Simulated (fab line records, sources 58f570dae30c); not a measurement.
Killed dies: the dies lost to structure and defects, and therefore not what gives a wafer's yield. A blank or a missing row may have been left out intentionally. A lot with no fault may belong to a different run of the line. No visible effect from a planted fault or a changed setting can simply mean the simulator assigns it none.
fab line records / flow berkeley-cmos170
record: lots: 6 wafers: 18 last-day: 11
route steps=331 shown PSD@176 NSD@187
lots that met no fault: taken from a fault-free run of the same line
start-h: the number of hours between the record's first day and the start of the first shown wafer of the lot / wait-h: hours elapsed since this lot's preceding step / " identical to the entry in the row above / L1.1+2: a single row standing in for several wafers / - no value, or no start was given / * or withheld: withheld / < > ~ a bound
route shown NAME@n: a module of which the file shows steps, and the number in the route of the first / usual: mean and standard deviation over wafers with no fault / same: alike in all rows / chamber/n: place in a boat / sites: readings site by site / _std_site: the values' standard deviation / _edge_site: outer sites' mean less inner sites' / radius-mm: how far each site lies from the wafer's centre / mask NAME#n: copy n / behind: the tool/chamber that last shaped the wafer / hold: the reason the lot was held/the length of the hold in hours/how it ended / device: the transistor (n, p or np) that didn't switch / end of line: the tests these same wafers got at the end of their route / a step without rows: its recipe alone / killed: count of dies lost to structure and defects at first sort (not the wafer's yield) / map: a wafer's dies, marking killed ones x, the rest . and places with no die _
set.NAME: the setting the step ran with; set.NAME@STEP: the setting that earlier step ran with / model.NAME: the simulator's own value behind a step, which no gauge read
a table for each step, a row for each wafer; lots at some steps of the route
services: the hour from which a tool's chamber was out of use, counted from the record's first day as start-h (under 0 if before that day), plus the number of hours and why
== steps ==
step: UCB170_PSD_COAT_01
recipe: resist: KrF spin-rpm: 1500 resist-thk-nm: 900
step: UCB170_PSD_SOFTBAKE_02
recipe: resist: KrF temp-c: 130 time-s: 60
step: UCB170_PSD_EXPOSE_03
recipe: mask-id: PSELECT_MOD na: 0.5 sigma-outer: 0.6 source-shape: conventional target-cd-nm: 1200 dose-mj: 30
step: UCB170_PSD_PEB_04
recipe: peb-temp-c: 130 peb-time-s: withheld resist: KrF
step: UCB170_PSD_DEVELOP_05
recipe: developer: TMAH develop-time-s: 45 resist: KrF dev-temp-c: 21
step: UCB170_PSD_CD_MEAS_06
recipe: target-cd-nm: 1200
usual: cd-nm: 1200.2/1.3
lot.wafer=L487.3 tool=cd-sem-01 chamber=- start-h=174.46 wait-h=- cd-nm=1199.9
lot.wafer=L487.4 tool=cd-sem-01 chamber=- start-h=174.46 wait-h=- cd-nm=1200.2
lot.wafer=L487.5 tool=cd-sem-01 chamber=- start-h=174.46 wait-h=- cd-nm=1201.8
lot.wafer=L498.1 tool=cd-sem-01 chamber=- start-h=228.26 wait-h=- cd-nm=1199.4
lot.wafer=L498.3 tool=cd-sem-01 chamber=- start-h=228.26 wait-h=- cd-nm=1198.9
lot.wafer=L498.6 tool=cd-sem-01 chamber=- start-h=228.26 wait-h=- cd-nm=1199.6
lot.wafer=L495.1 tool=cd-sem-02 chamber=- start-h=228.54 wait-h=- cd-nm=1199.3
lot.wafer=L495.2 tool=cd-sem-02 chamber=- start-h=228.54 wait-h=- cd-nm=1197.8
lot.wafer=L495.6 tool=cd-sem-02 chamber=- start-h=228.54 wait-h=- cd-nm=1199.0
lot.wafer=L500.3 tool=cd-sem-01 chamber=- start-h=228.58 wait-h=- cd-nm=1196.8
lot.wafer=L500.5 tool=cd-sem-01 chamber=- start-h=228.58 wait-h=- cd-nm=1197.4
lot.wafer=L500.6 tool=cd-sem-01 chamber=- start-h=228.58 wait-h=- cd-nm=1197.8
lot.wafer=L496.2 tool=cd-sem-02 chamber=- start-h=232.59 wait-h=- cd-nm=1200.6
lot.wafer=L496.3 tool=cd-sem-02 chamber=- start-h=232.59 wait-h=- cd-nm=1201.7
lot.wafer=L496.4 tool=cd-sem-02 chamber=- start-h=232.59 wait-h=- cd-nm=1201.8
lot.wafer=L501.1 tool=cd-sem-01 chamber=- start-h=235.47 wait-h=- cd-nm=1200.2
lot.wafer=L501.5 tool=cd-sem-01 chamber=- start-h=235.47 wait-h=- cd-nm=1201.1
lot.wafer=L501.6 tool=cd-sem-01 chamber=- start-h=235.47 wait-h=- cd-nm=1200.9
step: UCB170_PSD_OVL_MEAS_07
usual: PSD_OVL: 1/4.7
lot.wafer=L487.3 tool=overlay-01 chamber=- start-h=174.55 wait-h=0.1 PSD_OVL[nm]=-1
lot.wafer=L487.4 tool=overlay-01 chamber=- start-h=174.55 wait-h=0.1 PSD_OVL[nm]=-3
lot.wafer=L487.5 tool=overlay-01 chamber=- start-h=174.55 wait-h=0.1 PSD_OVL[nm]=4
lot.wafer=L498.1 tool=overlay-02 chamber=- start-h=228.38 wait-h=0.1 PSD_OVL[nm]=6
lot.wafer=L498.3 tool=overlay-02 chamber=- start-h=228.38 wait-h=0.1 PSD_OVL[nm]=9
lot.wafer=L498.6 tool=overlay-02 chamber=- start-h=228.38 wait-h=0.1 PSD_OVL[nm]=6
lot.wafer=L495.1 tool=overlay-02 chamber=- start-h=228.66 wait-h=0.1 PSD_OVL[nm]=3
lot.wafer=L495.2 tool=overlay-02 chamber=- start-h=228.66 wait-h=0.1 PSD_OVL[nm]=4
lot.wafer=L495.6 tool=overlay-02 chamber=- start-h=228.66 wait-h=0.1 PSD_OVL[nm]=10
lot.wafer=L500.3 tool=overlay-01 chamber=- start-h=228.67 wait-h=0.1 PSD_OVL[nm]=5
lot.wafer=L500.5 tool=overlay-01 chamber=- start-h=228.67 wait-h=0.1 PSD_OVL[nm]=1
lot.wafer=L500.6 tool=overlay-01 chamber=- start-h=228.67 wait-h=0.1 PSD_OVL[nm]=-8
lot.wafer=L496.2 tool=overlay-02 chamber=- start-h=232.70 wait-h=0.1 PSD_OVL[nm]=-3
lot.wafer=L496.3 tool=overlay-02 chamber=- start-h=232.70 wait-h=0.1 PSD_OVL[nm]=0
lot.wafer=L496.4 tool=overlay-02 chamber=- start-h=232.70 wait-h=0.1 PSD_OVL[nm]=5
lot.wafer=L501.1 tool=overlay-01 chamber=- start-h=235.59 wait-h=0.1 PSD_OVL[nm]=-7
lot.wafer=L501.5 tool=overlay-01 chamber=- start-h=235.59 wait-h=0.1 PSD_OVL[nm]=-7
lot.wafer=L501.6 tool=overlay-01 chamber=- start-h=235.59 wait-h=0.1 PSD_OVL[nm]=-7
step: UCB170_PSD_IMPLANT_08
recipe: species: B dose-cm2: 3e+15 energy-kev: 20 tilt-deg: 7
step: UCB170_PSD_STRIP_09
recipe: chemistry: O2 power-w: 400 pressure-mtorr: 3500 platen-temp-c: withheld o2-flow-sccm: 400 overash-fraction: 0.5
usual: drypump-motor-current-A: 5.7/0.36 oes-product-au: 0.600/0.0042 strip-time-to-endpoint-s: 29.38/0.076
same: overash-fraction: 0.5
lot.wafer=L487.3 tool=plasma-asher-03 chamber=0 start-h=174.76 wait-h=0.1 drypump-motor-current-A=5.7 oes-product-au=0.601 rf-hours-counter-h=- strip-time-to-endpoint-s=29.38
lot.wafer=L487.4 tool=plasma-asher-03 chamber=1 start-h=174.76 wait-h=0.1 drypump-motor-current-A=6.0 oes-product-au=0.608 rf-hours-counter-h=- strip-time-to-endpoint-s=29.36
lot.wafer=L487.5 tool=plasma-asher-03 chamber=1 start-h=174.76 wait-h=0.1 drypump-motor-current-A=6.1 oes-product-au=0.596 rf-hours-counter-h=- strip-time-to-endpoint-s=29.36
lot.wafer=L498.1 tool=plasma-asher-02 chamber=1 start-h=228.57 wait-h=0.1 drypump-motor-current-A=5.6 oes-product-au=0.601 rf-hours-counter-h=52 strip-time-to-endpoint-s=29.31
lot.wafer=L498.3 tool=plasma-asher-02 chamber=1 start-h=228.57 wait-h=0.1 drypump-motor-current-A=5.6 oes-product-au=0.608 rf-hours-counter-h=- strip-time-to-endpoint-s=29.40
lot.wafer=L498.6 tool=plasma-asher-02 chamber=1 start-h=228.57 wait-h=0.1 drypump-motor-current-A=5.6 oes-product-au=0.605 rf-hours-counter-h=- strip-time-to-endpoint-s=29.38
lot.wafer=L495.1 tool=plasma-asher-02 chamber=0 start-h=228.84 wait-h=0.1 drypump-motor-current-A=6.2 oes-product-au=0.604 rf-hours-counter-h=52 strip-time-to-endpoint-s=29.45
lot.wafer=L495.2 tool=plasma-asher-02 chamber=1 start-h=228.84 wait-h=0.1 drypump-motor-current-A=5.6 oes-product-au=0.605 rf-hours-counter-h=52 strip-time-to-endpoint-s=29.38
lot.wafer=L495.6 tool=plasma-asher-02 chamber=0 start-h=228.84 wait-h=0.1 drypump-motor-current-A=6.2 oes-product-au=0.600 rf-hours-counter-h=- strip-time-to-endpoint-s=29.36
lot.wafer=L500.3 tool=plasma-asher-01 chamber=1 start-h=228.88 wait-h=0.1 drypump-motor-current-A=5.8 oes-product-au=0.600 rf-hours-counter-h=- strip-time-to-endpoint-s=29.46
lot.wafer=L500.5 tool=plasma-asher-01 chamber=1 start-h=228.88 wait-h=0.1 drypump-motor-current-A=5.8 oes-product-au=0.600 rf-hours-counter-h=- strip-time-to-endpoint-s=29.43
lot.wafer=L500.6 tool=plasma-asher-01 chamber=0 start-h=228.88 wait-h=0.1 drypump-motor-current-A=5.1 oes-product-au=0.597 rf-hours-counter-h=- strip-time-to-endpoint-s=29.48
lot.wafer=L496.2 tool=plasma-asher-03 chamber=1 start-h=232.88 wait-h=0.1 drypump-motor-current-A=6.1 oes-product-au=0.604 rf-hours-counter-h=14 strip-time-to-endpoint-s=29.39
lot.wafer=L496.3 tool=plasma-asher-03 chamber=1 start-h=232.88 wait-h=0.1 drypump-motor-current-A=6.1 oes-product-au=0.605 rf-hours-counter-h=- strip-time-to-endpoint-s=29.37
lot.wafer=L496.4 tool=plasma-asher-03 chamber=0 start-h=232.88 wait-h=0.1 drypump-motor-current-A=5.7 oes-product-au=0.597 rf-hours-counter-h=- strip-time-to-endpoint-s=29.42
lot.wafer=L501.1 tool=plasma-asher-02 chamber=0 start-h=235.78 wait-h=0.1 drypump-motor-current-A=6.2 oes-product-au=0.594 rf-hours-counter-h=53 strip-time-to-endpoint-s=29.41
lot.wafer=L501.5 tool=plasma-asher-02 chamber=0 start-h=235.78 wait-h=0.1 drypump-motor-current-A=6.2 oes-product-au=0.600 rf-hours-counter-h=- strip-time-to-endpoint-s=29.43
lot.wafer=L501.6 tool=plasma-asher-02 chamber=1 start-h=235.78 wait-h=0.1 drypump-motor-current-A=5.6 oes-product-au=0.603 rf-hours-counter-h=- strip-time-to-endpoint-s=29.39
step: UCB170_PSD_TW_MEAS_10
usual: PSD_TW: 2320/11
lot.wafer=L487.3 tool=film-metro-03 chamber=- start-h=174.84 wait-h=0.1 PSD_TW=2312
lot.wafer=L487.4 tool=film-metro-03 chamber=- start-h=174.84 wait-h=0.1 PSD_TW=2321
lot.wafer=L487.5 tool=film-metro-03 chamber=- start-h=174.84 wait-h=0.1 PSD_TW=2312
lot.wafer=L498.1 tool=film-metro-02 chamber=- start-h=228.67 wait-h=0.1 PSD_TW=2311
lot.wafer=L498.3 tool=film-metro-02 chamber=- start-h=228.67 wait-h=0.1 PSD_TW=2314
lot.wafer=L498.6 tool=film-metro-02 chamber=- start-h=228.67 wait-h=0.1 PSD_TW=2322
lot.wafer=L495.1 tool=film-metro-02 chamber=- start-h=228.94 wait-h=0.1 PSD_TW=2321
lot.wafer=L495.2 tool=film-metro-02 chamber=- start-h=228.94 wait-h=0.1 PSD_TW=2321
lot.wafer=L495.6 tool=film-metro-02 chamber=- start-h=228.94 wait-h=0.1 PSD_TW=2328
lot.wafer=L500.3 tool=film-metro-03 chamber=- start-h=228.96 wait-h=0.1 PSD_TW=2317
lot.wafer=L500.5 tool=film-metro-03 chamber=- start-h=228.96 wait-h=0.1 PSD_TW=2326
lot.wafer=L500.6 tool=film-metro-03 chamber=- start-h=228.96 wait-h=0.1 PSD_TW=2329
lot.wafer=L496.2 tool=film-metro-04 chamber=- start-h=232.99 wait-h=0.1 PSD_TW=2306
lot.wafer=L496.3 tool=film-metro-04 chamber=- start-h=232.99 wait-h=0.1 PSD_TW=2322
lot.wafer=L496.4 tool=film-metro-04 chamber=- start-h=232.99 wait-h=0.1 PSD_TW=2316
lot.wafer=L501.1 tool=film-metro-02 chamber=- start-h=235.88 wait-h=0.1 PSD_TW=2319
lot.wafer=L501.5 tool=film-metro-02 chamber=- start-h=235.88 wait-h=0.1 PSD_TW=2333
lot.wafer=L501.6 tool=film-metro-02 chamber=- start-h=235.88 wait-h=0.1 PSD_TW=2324
step: UCB170_PSD_CLEAN_11
recipe: chemistry: SPM temp-c: 120 time-s: 600
step: UCB170_NSD_HMDS_00
recipe: prime-time-s: 60 prime-temp-c: 100
step: UCB170_NSD_COAT_01
recipe: resist: KrF spin-rpm: 1500 resist-thk-nm: 900
usual: chill-plate-temp-C: 22.99/0.1 dispense-pressure-kPa: 54/6
lot.wafer=L487.3 tool=litho-track-01 chamber=0 start-h=175.65 wait-h=0.1 chill-plate-temp-C=23.06 dispense-pressure-kPa=47
lot.wafer=L487.4 tool=litho-track-01 chamber=0 start-h=175.65 wait-h=0.1 chill-plate-temp-C=23.03 dispense-pressure-kPa=47
lot.wafer=L487.5 tool=litho-track-01 chamber=0 start-h=175.65 wait-h=0.1 chill-plate-temp-C=23.02 dispense-pressure-kPa=47
lot.wafer=L498.1 tool=litho-track-04 chamber=- start-h=230.85 wait-h=0.1 chill-plate-temp-C=- dispense-pressure-kPa=-
lot.wafer=L498.3 tool=litho-track-04 chamber=- start-h=230.85 wait-h=0.1 chill-plate-temp-C=- dispense-pressure-kPa=-
lot.wafer=L498.6 tool=litho-track-04 chamber=- start-h=230.85 wait-h=0.1 chill-plate-temp-C=- dispense-pressure-kPa=-
lot.wafer=L500.3 tool=litho-track-01 chamber=- start-h=231.27 wait-h=0.1 chill-plate-temp-C=- dispense-pressure-kPa=-
lot.wafer=L500.5 tool=litho-track-01 chamber=- start-h=231.27 wait-h=0.1 chill-plate-temp-C=- dispense-pressure-kPa=-
lot.wafer=L500.6 tool=litho-track-01 chamber=- start-h=231.27 wait-h=0.1 chill-plate-temp-C=- dispense-pressure-kPa=-
lot.wafer=L495.1 tool=litho-track-04 chamber=0 start-h=231.75 wait-h=0.1 chill-plate-temp-C=23.02 dispense-pressure-kPa=59
lot.wafer=L495.2 tool=litho-track-04 chamber=0 start-h=231.75 wait-h=0.1 chill-plate-temp-C=22.92 dispense-pressure-kPa=59
lot.wafer=L495.6 tool=litho-track-04 chamber=0 start-h=231.75 wait-h=0.1 chill-plate-temp-C=23.09 dispense-pressure-kPa=59
lot.wafer=L496.2 tool=litho-track-04 chamber=0 start-h=233.95 wait-h=0.1 chill-plate-temp-C=23.06 dispense-pressure-kPa=59
lot.wafer=L496.3 tool=litho-track-04 chamber=0 start-h=233.95 wait-h=0.1 chill-plate-temp-C=23.06 dispense-pressure-kPa=59
lot.wafer=L496.4 tool=litho-track-04 chamber=0 start-h=233.95 wait-h=0.1 chill-plate-temp-C=22.99 dispense-pressure-kPa=59
lot.wafer=L501.1 tool=litho-track-04 chamber=0 start-h=236.46 wait-h=0.1 chill-plate-temp-C=22.80 dispense-pressure-kPa=59
lot.wafer=L501.5 tool=litho-track-04 chamber=0 start-h=236.46 wait-h=0.1 chill-plate-temp-C=22.86 dispense-pressure-kPa=59
lot.wafer=L501.6 tool=litho-track-04 chamber=0 start-h=236.46 wait-h=0.1 chill-plate-temp-C=22.89 dispense-pressure-kPa=59
step: UCB170_NSD_SOFTBAKE_02
recipe: resist: KrF temp-c: 130 time-s: 60
step: UCB170_NSD_EXPOSE_03
recipe: mask-id: NSELECT_MOD na: 0.5 sigma-outer: 0.6 source-shape: conventional target-cd-nm: 1200 dose-mj: 30
step: UCB170_NSD_PEB_04
recipe: peb-temp-c: 130 peb-time-s: withheld resist: KrF
step: UCB170_NSD_DEVELOP_05
recipe: developer: TMAH develop-time-s: 45 resist: KrF dev-temp-c: 21
step: UCB170_NSD_CD_MEAS_06
recipe: target-cd-nm: 1200
usual: cd-nm: 1200.1/1.5
lot.wafer=L487.3 tool=cd-sem-01 chamber=- start-h=176.94 wait-h=- cd-nm=1199.7
lot.wafer=L487.4 tool=cd-sem-01 chamber=- start-h=176.94 wait-h=- cd-nm=1200.0
lot.wafer=L487.5 tool=cd-sem-01 chamber=- start-h=176.94 wait-h=- cd-nm=1200.7
lot.wafer=L498.1 tool=cd-sem-02 chamber=- start-h=232.78 wait-h=- cd-nm=-
lot.wafer=L498.3 tool=cd-sem-02 chamber=- start-h=232.78 wait-h=- cd-nm=-
lot.wafer=L498.6 tool=cd-sem-02 chamber=- start-h=232.78 wait-h=- cd-nm=-
lot.wafer=L500.3 tool=cd-sem-01 chamber=- start-h=233.28 wait-h=- cd-nm=-
lot.wafer=L500.5 tool=cd-sem-01 chamber=- start-h=233.28 wait-h=- cd-nm=-
lot.wafer=L500.6 tool=cd-sem-01 chamber=- start-h=233.28 wait-h=- cd-nm=-
lot.wafer=L495.1 tool=cd-sem-01 chamber=- start-h=233.50 wait-h=- cd-nm=1203.1
lot.wafer=L495.2 tool=cd-sem-01 chamber=- start-h=233.50 wait-h=- cd-nm=1202.9
lot.wafer=L495.6 tool=cd-sem-01 chamber=- start-h=233.50 wait-h=- cd-nm=1203.3
lot.wafer=L496.2 tool=cd-sem-01 chamber=- start-h=235.07 wait-h=- cd-nm=1200.2
lot.wafer=L496.3 tool=cd-sem-01 chamber=- start-h=235.07 wait-h=- cd-nm=1199.3
lot.wafer=L496.4 tool=cd-sem-01 chamber=- start-h=235.07 wait-h=- cd-nm=1198.4
lot.wafer=L501.1 tool=cd-sem-01 chamber=- start-h=237.28 wait-h=- cd-nm=1199.6
lot.wafer=L501.5 tool=cd-sem-01 chamber=- start-h=237.28 wait-h=- cd-nm=1199.8
lot.wafer=L501.6 tool=cd-sem-01 chamber=- start-h=237.28 wait-h=- cd-nm=1197.7
step: UCB170_NSD_OVL_MEAS_07
usual: NSD_OVL: -1/5.6
lot.wafer=L487.3 tool=overlay-02 chamber=- start-h=177.03 wait-h=0.1 NSD_OVL[nm]=-6
lot.wafer=L487.4 tool=overlay-02 chamber=- start-h=177.03 wait-h=0.1 NSD_OVL[nm]=-2
lot.wafer=L487.5 tool=overlay-02 chamber=- start-h=177.03 wait-h=0.1 NSD_OVL[nm]=-6
lot.wafer=L498.1 tool=overlay-02 chamber=- start-h=232.90 wait-h=0.1 NSD_OVL[nm]=-
lot.wafer=L498.3 tool=overlay-02 chamber=- start-h=232.90 wait-h=0.1 NSD_OVL[nm]=-
lot.wafer=L498.6 tool=overlay-02 chamber=- start-h=232.90 wait-h=0.1 NSD_OVL[nm]=-
lot.wafer=L500.3 tool=overlay-02 chamber=- start-h=233.37 wait-h=0.1 NSD_OVL[nm]=-
lot.wafer=L500.5 tool=overlay-02 chamber=- start-h=233.37 wait-h=0.1 NSD_OVL[nm]=-
lot.wafer=L500.6 tool=overlay-02 chamber=- start-h=233.37 wait-h=0.1 NSD_OVL[nm]=-
lot.wafer=L495.1 tool=overlay-02 chamber=- start-h=233.62 wait-h=0.1 NSD_OVL[nm]=-4
lot.wafer=L495.2 tool=overlay-02 chamber=- start-h=233.62 wait-h=0.1 NSD_OVL[nm]=2
lot.wafer=L495.6 tool=overlay-02 chamber=- start-h=233.62 wait-h=0.1 NSD_OVL[nm]=3
lot.wafer=L496.2 tool=overlay-02 chamber=- start-h=235.18 wait-h=0.1 NSD_OVL[nm]=-14
lot.wafer=L496.3 tool=overlay-02 chamber=- start-h=235.18 wait-h=0.1 NSD_OVL[nm]=-7
lot.wafer=L496.4 tool=overlay-02 chamber=- start-h=235.18 wait-h=0.1 NSD_OVL[nm]=-10
lot.wafer=L501.1 tool=overlay-02 chamber=- start-h=237.40 wait-h=0.1 NSD_OVL[nm]=3
lot.wafer=L501.5 tool=overlay-02 chamber=- start-h=237.40 wait-h=0.1 NSD_OVL[nm]=2
lot.wafer=L501.6 tool=overlay-02 chamber=- start-h=237.40 wait-h=0.1 NSD_OVL[nm]=-1
== services ==
tool=plasma-asher-02 chamber=- start-h=207.21 hours=2.6 kind=repair
== key ==
first-sign: step: UCB170_NSD_COAT_01 reading: tool-record direction: missing
effect: step: UCB170_NSD_CD_MEAS_06 reading: cd-nm direction: missing
effect: step: UCB170_NSD_OVL_MEAS_07 reading: NSD_OVL direction: missing
met-at UCB170_NSD_COAT_01
struck-wafers L498.1,L498.3,L498.6,L500.3,L500.5,L500.6
sort-left-out L498.1,L498.3,L498.6,L500.3,L500.5,L500.6
tester-left-out L498,L500
onset-between 175.65 230.85
fault: kind: skipped-step-whole tool: litho-track-01,litho-track-04 chamber: - onset-h: 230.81 steps: UCB170_NSD_COAT_01 scope: struck-lots-only
tester-left-out: of these lots the tester's yield and bins aren't shown, on N5 and GAA mostly nor the transistor test; their killed dies are dies lost to structure and defects alone, not to doping, threshold or leakage, so they don't give the yield
sort-left-out: the simulated sort isn't trusted on such a fault, so these wafers' sort isn't shown, and their yield isn't known
